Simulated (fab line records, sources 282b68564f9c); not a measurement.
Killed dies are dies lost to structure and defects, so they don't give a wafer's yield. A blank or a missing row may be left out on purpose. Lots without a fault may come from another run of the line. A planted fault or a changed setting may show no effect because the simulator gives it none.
Chamber matching | flow rit_cmos | RIT_GATE_ETCH_19 on rie_si-01: 4 sister chambers
The step etches poly-Si in SF6/CHF3/O2, stops on SiO2, time 165 s, target depth 312.5 nm. 4 wafers are shown with their chamber, then 7 later ones without.

WAFERS WITH THEIR CHAMBER
wafer  | chamber | drypump_motor_current_A (A)
L309.5 | 3       | 5.43
L316.5 | 1       | 5.79
L318.2 | 0       | 6.09
L318.3 | 2       | 6.34

WAFERS WITHOUT THEIR CHAMBER
wafer  | drypump_motor_current_A (A)
L318.6 | 6.10
L326.1 | 5.44
L326.2 | 6.34
L326.5 | 6.35
L330.1 | 5.45
L330.5 | 5.79
L330.6 | 6.32

WHICH CHAMBER EACH WENT THROUGH
wafer  | from the rows above | in truth
L318.6 | 0                   | 0
L326.1 | 3                   | 3
L326.2 | 2                   | 2
L326.5 | 2                   | 2
L330.1 | 3                   | 3
L330.5 | 1                   | 1
L330.6 | 2                   | 2
Placed correctly: 7 of 7. Can't be placed from these rows: 0. Placed wrongly: 0.
How it was worked out, from the rows above alone: a wafer's distance from a chamber is the root of the sum, over the readings, of the square of ((its reading less the chamber's mean) divided by the reading's scatter). The wafer belongs to the nearest chamber; if the next one is less than 2 further off, it can't be placed. A chamber's mean is the mean of its shown wafers. The scatter: with one shown wafer a chamber, the root of the mean of the squares of how far each hidden wafer lies from its nearest shown one.
